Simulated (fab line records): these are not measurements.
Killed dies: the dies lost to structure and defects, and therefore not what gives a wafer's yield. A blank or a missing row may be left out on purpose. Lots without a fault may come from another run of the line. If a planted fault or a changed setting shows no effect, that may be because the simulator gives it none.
fab line records    flow rit-cmos
record lots=7  wafers=21  last-day=6
route steps=202 shown CONTACT@178 M1@184
lots that met no fault: from a run of the same line without faults
start-h: hours from the record's opening day to when the first of the lot's shown wafers began    wait-h: hours elapsed since this lot's preceding step    " identical to the entry in the row above    L1.1+2: several wafers, shown together as one row    - no value, or no start given    * or withheld: withheld    < > ~ a bound
route shown NAME@n: NAME is a module with steps in the file, n the number in the route of the first one    usual: mean and standard deviation over wafers with no fault    same: alike in all rows    chamber/n: place in a boat    sites: the reading at each site    _std_site: how widely they spread, as a standard deviation    _edge_site: inner sites' mean taken away from outer sites' mean    radius-mm: how far each site lies from the wafer's centre    mask NAME#n: copy n    behind: tool/chamber where the wafer was last shaped    hold: what put the lot on hold/how long, in hours/how the hold closed    device: names the non-switching transistor (n, p or np)    end of line: tests of these same wafers at the route's end    where a step has no rows: the recipe by itself    killed: the dies lost at the first sort to structure and to defects; this is not the yield of the wafer    map: a wafer's dies, marking killed ones x, the rest . and places with no die _
set.NAME: setting as actually run; set.NAME@STEP: the setting as run at that earlier step    model.NAME: the simulator's own value behind a step, which no gauge read
certain route steps with their lots: each step a table, each wafer a row
services: from which hour (start-h, from the record's first day; less than 0 if before it) a tool's chamber was out of use, for how many hours, and why
## steps
# step RIT_CONTACT_HARDBAKE_10
# recipe resist=NOVOLAK  temp-c=140  time-s=60
# step RIT_CONTACT_ETCH_11
# recipe target-depth-a=4800  over-etch-frac=0.2  stop-on=TiSi2  chemistry=CHF3/CF4/Ar  target=SiO2  CHF3_flow_sccm=50  cf4-flow-sccm=10  Ar_flow_sccm=100  O2_flow_sccm=5  pressure-mtorr=100  rf-w=200  time-s=320
# usual drypump-motor-current-A=5.7/0.54  oes-product-au=0.986/0.012  throttle-valve-pct=8.87/0.14
lot.wafer  tool         chamber  start-h  wait-h  drypump-motor-current-A  oes-product-au  rf-hours-counter-h  throttle-valve-pct
L374.2     rie-diel-04  2        58.88    0.1     4.6                      0.978           103                 8.65
L374.3     "            3        "        "       6.7                      0.978           141                 8.86
L374.6     "            2        "        "       4.6                      0.976           -                   8.66
L379.1     rie-diel-03  2        81.27    0.1     5.7                      0.990           89                  8.73
L379.4     "            1        "        "       6.0                      0.973           123                 8.62
L379.6     "            1        "        "       6.0                      0.976           -                   8.63
L382.4     rie-diel-03  2        99.69    0.1     5.7                      0.989           90                  8.73
L382.5     "            1        "        "       6.0                      0.973           -                   8.64
L382.6     "            2        "        "       5.7                      0.986           -                   8.72
L386.1     rie-diel-01  1        120.23   0.1     5.9                      1.008           1                   8.92
L386.2     "            0        "        "       5.5                      0.968           8                   8.93
L386.3     "            3        "        "       6.1                      0.978           54                  9.02
L388.1     rie-diel-04  2        129.40   0.1     4.6                      0.971           104                 8.67
L388.4     "            3        "        "       6.8                      0.990           142                 8.87
L388.6     "            2        "        "       4.6                      0.966           -                   8.67
L390.1     rie-diel-01  2        138.16   0.1     5.0                      0.991           8                   8.89
L390.4     "            1        "        "       5.9                      1.008           1                   8.94
L390.5     "            3        "        "       6.1                      0.987           -                   9.02
L391.1     rie-diel-04  3        143.46   0.1     6.8                      0.984           143                 8.88
L391.3     "            1        "        "       5.6                      0.984           124                 8.83
L391.4     "            2        "        "       4.6                      0.970           104                 8.65
# step RIT_CONTACT_STRIP_12
# recipe chemistry=O2  time-s=180  resist=NOVOLAK  platen-temp-c=withheld  power-w=500  pressure-mtorr=4000  o2-flow-sccm=4000
# usual drypump-motor-current-A=5.7/0.45
lot.wafer  tool             chamber  start-h  wait-h  drypump-motor-current-A  rf-hours-counter-h
L374.2     plasma-asher-01  0        59.08    0.1     5.6                      26
L374.3     "                1        "        "       5.1                      -
L374.6     "                0        "        "       5.6                      -
L379.1     plasma-asher-04  1        81.46    0.1     6.1                      44
L379.4     "                1        "        "       6.1                      -
L379.6     "                1        "        "       6.1                      -
L382.4     plasma-asher-04  0        99.94    0.2     6.6                      -
L382.5     "                0        "        "       6.5                      -
L382.6     "                1        "        "       6.1                      -
L386.1     plasma-asher-04  0        120.43   0.1     6.5                      48
L386.2     "                1        "        "       6.1                      48
L386.3     "                1        "        "       6.1                      -
L388.1     plasma-asher-04  1        129.60   0.1     6.1                      49
L388.4     "                1        "        "       6.1                      -
L388.6     "                1        "        "       6.1                      -
L390.1     plasma-asher-02  1        138.36   0.1     5.5                      49
L390.4     "                0        "        "       5.5                      -
L390.5     "                0        "        "       5.5                      -
L391.1     plasma-asher-01  0        143.65   0.1     5.7                      35
L391.3     "                0        "        "       5.7                      -
L391.4     "                1        "        "       5.1                      -
# step RIT_CONTACT_CD_MEAS_90
# recipe target-cd-nm=1000
# usual cd-nm=1001.1/2.2
lot.wafer  tool       chamber  start-h  wait-h  cd-nm
L374.2     cd-sem-01  -        59.27    0.1     1005.6
L374.3     "          -        "        "       1004.5
L374.6     "          -        "        "       1001.6
L379.1     cd-sem-01  -        81.64    0.1     1001.9
L379.4     "          -        "        "       1003.4
L379.6     "          -        "        "       999.6
L382.4     cd-sem-01  -        100.12   0.1     1003.3
L382.5     "          -        "        "       1002.4
L382.6     "          -        "        "       1006.0
L386.1     cd-sem-01  -        120.60   0.1     1005.1
L386.2     "          -        "        "       1005.1
L386.3     "          -        "        "       1005.0
L388.1     cd-sem-02  -        129.77   0.1     996.5
L388.4     "          -        "        "       1000.1
L388.6     "          -        "        "       997.9
L390.1     cd-sem-01  -        138.53   0.1     999.5
L390.4     "          -        "        "       999.2
L390.5     "          -        "        "       999.4
L391.1     cd-sem-01  -        143.83   0.1     1001.5
L391.3     "          -        "        "       1000.7
L391.4     "          -        "        "       999.4
# step RIT_CONTACT_CLEAN_13
# recipe chemistry=SC1  mix=3:3:50  time-s=600  temp-c=75
# step RIT_CONTACT_CLEAN_14
# recipe chemistry=SC2  mix=3:3:50  time-s=600  temp-c=75  dry=n2-spin
# step RIT_M1_SPUTTER_00
# recipe material=Al  target-thk-nm=400  power-w=2000  chamber-pressure-pa=0.4  gas=Ar  time-s=500  substrate-temp-c=25
# usual throttle-valve-pct=30.6/0.92
lot.wafer  tool            chamber  start-h  wait-h  throttle-valve-pct
L374.2     pvd-sputter-04  -        59.72    0.0     30.3
L374.3     "               -        "        "       31.6
L374.6     "               -        "        "       30.5
L379.1     pvd-sputter-03  -        82.11    0.0     32.0
L379.4     "               -        "        "       30.8
L379.6     "               -        "        "       31.8
L382.4     pvd-sputter-04  -        100.53   0.0     31.7
L382.5     "               -        "        "       30.5
L382.6     "               -        "        "       31.8
L386.1     pvd-sputter-04  -        121.07   0.0     32.1
L386.2     "               -        "        "       30.7
L386.3     "               -        "        "       30.1
L388.1     pvd-sputter-04  -        130.27   0.0     30.6
L388.4     "               -        "        "       32.0
L388.6     "               -        "        "       30.2
L390.1     pvd-sputter-04  -        139.02   0.0     30.2
L390.4     "               -        "        "       31.5
L390.5     "               -        "        "       31.8
L391.1     pvd-sputter-03  -        144.31   0.0     32.2
L391.3     "               -        "        "       30.3
L391.4     "               -        "        "       29.4
# step RIT_M1_RS_MEAS_01
# recipe thk-meas-gauge=four-point-probe  reads=Al_of_M1_SPUTTER_00
# usual M1_AL_RS=0.0731/0.00077
lot.wafer  tool           chamber  start-h  wait-h  M1_AL_RS[ohm/sq]
L374.2     film-metro-04  -        60.04    0.2     0.0740
L374.3     "              -        "        "       0.0741
L374.6     "              -        "        "       0.0731
L379.1     film-metro-04  -        82.40    0.1     0.0723
L379.4     "              -        "        "       0.0729
L379.6     "              -        "        "       0.0726
L382.4     film-metro-02  -        100.88   0.2     0.0721
L382.5     "              -        "        "       0.0725
L382.6     "              -        "        "       0.0724
L386.1     film-metro-04  -        121.37   0.1     0.0729
L386.2     "              -        "        "       0.0724
L386.3     "              -        "        "       0.0734
L388.1     film-metro-03  -        130.57   0.1     0.0723
L388.4     "              -        "        "       0.0733
L388.6     "              -        "        "       0.0732
L390.1     film-metro-02  -        139.31   0.1     0.0742
L390.4     "              -        "        "       0.0742
L390.5     "              -        "        "       0.0741
L391.1     film-metro-02  -        144.61   0.1     0.0727
L391.3     "              -        "        "       0.0729
L391.4     "              -        "        "       0.0728
# step RIT_M1_THK_MEAS_02
# recipe thk-meas-gauge=xrf  reads=Al_of_M1_SPUTTER_00
# usual M1_AL_THK=398/4.6
lot.wafer  tool           chamber  start-h  wait-h  M1_AL_THK[nm]
L374.2     film-metro-04  -        60.15    0.1     394
L374.3     "              -        "        "       392
L374.6     "              -        "        "       399
L379.1     film-metro-04  -        82.52    0.1     403
L379.4     "              -        "        "       400
L379.6     "              -        "        "       404
L382.4     film-metro-02  -        100.97   0.1     405
L382.5     "              -        "        "       401
L382.6     "              -        "        "       405
L386.1     film-metro-04  -        121.49   0.1     400
L386.2     "              -        "        "       403
L386.3     "              -        "        "       396
L388.1     film-metro-03  -        130.69   0.1     403
L388.4     "              -        "        "       395
L388.6     "              -        "        "       397
L390.1     film-metro-02  -        139.43   0.1     391
L390.4     "              -        "        "       393
L390.5     "              -        "        "       396
L391.1     film-metro-02  -        144.73   0.1     399
L391.3     "              -        "        "       398
L391.4     "              -        "        "       398
# step RIT_M1_HMDS_03
# recipe prime-time-s=60  prime-temp-c=140
# step RIT_M1_COAT_04
# recipe resist=NOVOLAK  spin-rpm=2000  resist-thk-nm=1300
# step RIT_M1_SOFTBAKE_05
# recipe resist=NOVOLAK  temp-c=90  time-s=60
# step RIT_M1_EXPOSE_06
# recipe mask-id=M12  na=0.6  source-shape=conventional  sigma-outer=0.5  target-cd-nm=2600  dose-mj=250
lot.wafer   tool              chamber  start-h  wait-h  mask   model.M1.overlay-x-nm
L374.2+3+6  iline-stepper-01  0        60.83    0.3     M12#0  -0.02778
L379.1+4+6  iline-stepper-02  0        83.26    0.4     M12#0  -1.346
L382.4+5+6  iline-stepper-02  0        101.63   0.2     M12#0  4.068
L386.1+2+3  iline-stepper-02  0        122.12   0.2     M12#0  5.267
L388.1+4+6  iline-stepper-02  0        131.32   0.2     M12#0  4.623
L390.1+4+5  iline-stepper-01  0        140.07   0.2     M12#0  -0.03723
L391.1+3+4  iline-stepper-01  0        145.24   0.1     M12#0  -0.3204
# step RIT_M1_PEB_07
# recipe resist=NOVOLAK  temp-c=withheld  time-s=withheld
# step RIT_M1_DEVELOP_08
# recipe resist=NOVOLAK  develop-time-s=68  dev-temp-c=23
# step RIT_M1_CD_MEAS_09
# recipe target-cd-nm=2600
# usual cd-nm=2599.4/2.2
lot.wafer  tool       chamber  start-h  wait-h  cd-nm
L374.2     cd-sem-02  -        61.26    -       2596.6
L374.3     "          -        "        "       2597.2
L374.6     "          -        "        "       2597.1
L379.1     cd-sem-01  -        83.74    -       2598.5
L379.4     "          -        "        "       2600.7
L379.6     "          -        "        "       2603.3
L382.4     cd-sem-02  -        102.07   -       2599.3
L382.5     "          -        "        "       2597.7
L382.6     "          -        "        "       2599.0
L386.1     cd-sem-02  -        122.55   -       2601.9
L386.2     "          -        "        "       2601.1
L386.3     "          -        "        "       2600.4
L388.1     cd-sem-02  -        131.75   -       2598.6
L388.4     "          -        "        "       2598.3
L388.6     "          -        "        "       2598.5
L390.1     cd-sem-02  -        140.50   -       2598.2
L390.4     "          -        "        "       2600.6
L390.5     "          -        "        "       2598.4
L391.1     cd-sem-01  -        145.67   -       2595.4
L391.3     "          -        "        "       2595.7
L391.4     "          -        "        "       2595.9
# step RIT_M1_OVL_MEAS_10
# usual M1_OVL=-1.5/1.5
lot.wafer  tool        chamber  start-h  wait-h  M1_OVL[nm]
L374.2     overlay-02  -        61.36    0.1     -3.1
L374.3     "           -        "        "       -2.4
L374.6     "           -        "        "       -2.8
L379.1     overlay-01  -        83.86    0.1     -0.5
L379.4     "           -        "        "       -2.2
L379.6     "           -        "        "       -2.2
L382.4     overlay-02  -        102.14   0.1     4.0
L382.5     "           -        "        "       1.8
L382.6     "           -        "        "       3.5
L386.1     overlay-01  -        122.67   0.1     4.8
L386.2     "           -        "        "       3.9
L386.3     "           -        "        "       3.7
L388.1     overlay-02  -        131.87   0.1     3.6
L388.4     "           -        "        "       5.0
L388.6     "           -        "        "       5.4
L390.1     overlay-01  -        140.62   0.1     -4.8
L390.4     "           -        "        "       -0.3
L390.5     "           -        "        "       -2.8
L391.1     overlay-01  -        145.79   0.1     -2.5
L391.3     "           -        "        "       -1.7
L391.4     "           -        "        "       -2.5
# step RIT_M1_HARDBAKE_11
# recipe resist=NOVOLAK  temp-c=140  time-s=120
# step RIT_M1_PROBE_99
# usual defect-limited-yield=97.5/1  killed-at-contacts=0.1/0.23  killed-at-front-end=6.7/2.7  killed-dies=6.7/2.7  killed-on-rim=1.8/1.2  killed-open=3.2/1.8  killed-short=3.5/1.9  sort_bin_3_pad_short=0.1/0.24  sort_bin_5_function=1.4/0.8  sort_bin_6_memory=1.0/0.58  sort-n-pass=257.3/2.7  sort-yield-pct=97.5/1
# same gross-dies=264  killed_at_M0_to_M3=0  killed_at_M4_up=0  killed-at-back-side=0  killed-at-other=0
lot.wafer  tool       chamber  start-h  wait-h  defect-limited-yield[%]  killed-at-contacts  killed-at-front-end  killed-dies  killed-on-rim  killed-open  killed-short  sort_bin_3_pad_short[%]  sort_bin_5_function[%]  sort_bin_6_memory[%]  sort-n-pass  sort-yield-pct[%]
L374.2     prober-01  -        63.95    0.1     98.9                     0                   3                    3            2              1            2             0                        0.8                     0.4                   261.0        98.9
L374.3     prober-01  -        64.00    0.2     97.7                     0                   6                    6            1              4            2             0.4                      0.4                     1.5                   258.0        97.7
L374.6     prober-01  -        64.15    0.2     97.7                     0                   6                    6            1              3            3             0                        2.3                     0                     258.0        97.7
L379.1     prober-02  -        86.39    0.1     98.1                     0                   5                    5            3              2            3             0                        1.1                     0.8                   259.0        98.1
L379.4     prober-02  -        86.54    0.2     97.7                     0                   6                    6            2              4            2             0                        1.5                     0.8                   258.0        97.7
L379.6     prober-02  -        86.64    0.2     95.8                     1                   10                   11           2              6            5             0                        2.7                     1.5                   253.0        95.8
L382.4     prober-01  -        104.82   0.2     98.1                     0                   5                    5            2              3            2             0                        1.1                     0.8                   259.0        98.1
L382.5     prober-01  -        104.87   0.2     96.6                     0                   9                    9            2              6            3             0                        2.3                     1.1                   255.0        96.6
L382.6     prober-01  -        104.92   0.2     98.5                     0                   4                    4            3              2            2             0.4                      0.8                     0.4                   260.0        98.5
L386.1     prober-02  -        125.25   0.1     98.5                     0                   4                    4            1              3            1             0                        0.8                     0.8                   260.0        98.5
L386.2     prober-02  -        125.30   0.1     98.1                     0                   5                    5            0              3            2             0                        1.9                     0                     259.0        98.1
L386.3     prober-02  -        125.35   0.2     98.5                     0                   4                    4            2              2            2             0                        1.5                     0                     260.0        98.5
L388.1     prober-02  -        134.44   0.1     97.0                     0                   8                    8            1              3            5             0                        1.1                     1.9                   256.0        97.0
L388.4     prober-02  -        134.59   0.2     96.2                     1                   9                    10           4              7            3             0                        2.3                     1.5                   254.0        96.2
L388.6     prober-02  -        134.69   0.2     98.5                     0                   4                    4            0              2            2             0                        1.1                     0.4                   260.0        98.5
L390.1     prober-02  -        143.15   0.1     97.7                     0                   6                    6            3              5            1             0                        0.8                     1.5                   258.0        97.7
L390.4     prober-02  -        143.30   0.2     97.7                     0                   6                    6            0              3            3             0                        0.8                     1.5                   258.0        97.7
L390.5     prober-02  -        143.35   0.2     97.7                     0                   6                    6            2              6            0             0                        1.1                     1.1                   258.0        97.7
L391.1     prober-01  -        148.33   0.1     97.7                     0                   6                    6            1              4            2             0                        1.5                     0.8                   258.0        97.7
L391.3     prober-01  -        148.43   0.2     97.3                     0                   7                    7            2              3            4             0                        1.1                     1.5                   257.0        97.3
L391.4     prober-01  -        148.48   0.2     97.0                     0                   8                    8            2              2            6             0.8                      0.4                     1.9                   256.0        97.0
# killed by level:class
L374.2 GATE:geometric-particle:short=2 GATE:geometric-particle:open=1
L374.3 FOX2:geometric-particle:open=2 GATE:geometric-particle:open=1 REOX:geometric-particle:open=1 SPACER:geometric-particle:short=1 SILICIDE:geometric-particle:short=1
L374.6 GATE:geometric-particle:short=2 GATE:geometric-particle:open=1 REOX:geometric-particle:open=1 SPACER:geometric-particle:open=1 SILICIDE:geometric-particle:short=1
L379.1 GATE:geometric-particle:short=2 GATE:geometric-particle:open=1 SILICIDE:geometric-particle:short=1 SILICIDE:geometric-particle:open=1
L379.4 GATE:geometric-particle:short=2 SPACER:geometric-particle:open=2 FOX2:geometric-particle:open=1 GATE:geometric-particle:open=1
L379.6 GATE:geometric-particle:short=5 GATE:geometric-particle:open=3 FOX2:geometric-particle:open=1 SPACER:geometric-particle:open=1 CONTACT:geometric-particle:open=1
L382.4 SPACER:geometric-particle:open=2 GATE:geometric-particle:open=1 REOX:geometric-particle:short=1 SPACER:geometric-particle:short=1
L382.5 ACTIVE:geometric-particle:open=1 FOX1:geometric-particle:open=1 FOX2:geometric-particle:open=1 FOX2:geometric-particle:short=1 GATE:geometric-particle:open=1 GATE:geometric-particle:short=1 REOX:geometric-particle:open=1 SPACER:geometric-particle:open=1
L382.6 FOX1:geometric-particle:short=1 GATE:geometric-particle:short=1 GATE:geometric-particle:open=1 SILICIDE:geometric-particle:open=1
L386.1 GATE:geometric-particle:open=3 GATE:geometric-particle:short=1
L386.2 GATE:geometric-particle:open=2 GATE:geometric-particle:short=1 REOX:geometric-particle:short=1 SILICIDE:geometric-particle:open=1
L386.3 GATE:geometric-particle:open=1 GATE:geometric-particle:short=1 SPACER:geometric-particle:short=1 SILICIDE:geometric-particle:open=1
L388.1 GATE:geometric-particle:short=4 GATE:geometric-particle:open=2 REOX:geometric-particle:open=1 REOX:geometric-particle:short=1
L388.4 GATE:geometric-particle:short=3 GATE:geometric-particle:open=2 FOX1:geometric-particle:open=1 REOX:geometric-particle:open=1 SPACER:geometric-particle:open=1 SILICIDE:geometric-particle:open=1 CONTACT:geometric-particle:open=1
L388.6 GATE:geometric-particle:short=2 GATE:geometric-particle:open=2
L390.1 GATE:geometric-particle:open=4 FOX2:geometric-particle:open=1 SILICIDE:geometric-particle:short=1
L390.4 ACTIVE:geometric-particle:open=1 FOX2:geometric-particle:short=1 GATE:geometric-particle:open=1 REOX:geometric-particle:short=1 SPACER:geometric-particle:open=1 SILICIDE:geometric-particle:short=1
L390.5 REOX:geometric-particle:open=2 FOX2:geometric-particle:open=1 GATE:geometric-particle:open=1 SPACER:geometric-particle:open=1 SILICIDE:geometric-particle:open=1
L391.1 SPACER:geometric-particle:open=2 FOX2:geometric-particle:open=1 GATE:geometric-particle:open=1 GATE:geometric-particle:short=1 SPACER:geometric-particle:short=1
L391.3 SPACER:geometric-particle:short=2 SPACER:geometric-particle:open=2 FOX1:geometric-particle:short=1 GATE:geometric-particle:short=1 REOX:geometric-particle:open=1
L391.4 GATE:geometric-particle:open=2 SPACER:geometric-particle:short=2 FOX2:geometric-particle:short=1 GATE:geometric-particle:short=1 REOX:geometric-particle:short=1 SILICIDE:geometric-particle:short=1
## services
tool              chamber  start-h  hours  kind
rie-diel-01       1        44.55    -      clean
rie-diel-01       1        44.55    21.6   scheduled-down
rie-diel-01       1        44.55    21.6   vent-cycle
rie-diel-04       3        67.73    3.4    repair
rie-diel-03       0        71.79    4.9    repair
pvd-sputter-04    -        80.28    3.8    repair
rie-diel-01       -        80.61    2.8    pm
rie-diel-01       0        95.68    8.3    repair
iline-stepper-01  -        107.45   1.7    pm
rie-diel-01       3        120.95   7.5    repair
rie-diel-03       1        123.37   3.4    repair
rie-diel-01       2        139.92   24.4   repair
## key
first-sign step=RIT_M1_OVL_MEAS_10  reading=M1_OVL  direction=up  sigmas=3.7  usual=-1.5  struck=4.0
effect none on later readings
model-effect step=RIT_M1_EXPOSE_06  value=M1.overlay-x-nm  without=-0.1298  struck=4.653
met-at RIT_M1_EXPOSE_06
struck-wafers L382.4,L382.5,L382.6,L386.1,L386.2,L386.3,L388.1,L388.4,L388.6
onset-between 83.26 101.63
also-fits RIT_CONTACT_STRIP_12:plasma-asher-04
fault kind=scanner-matching-overlay  tool=iline-stepper-02  chamber=-  onset-h=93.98  steps=RIT_M1_EXPOSE_06  offset=4.7823
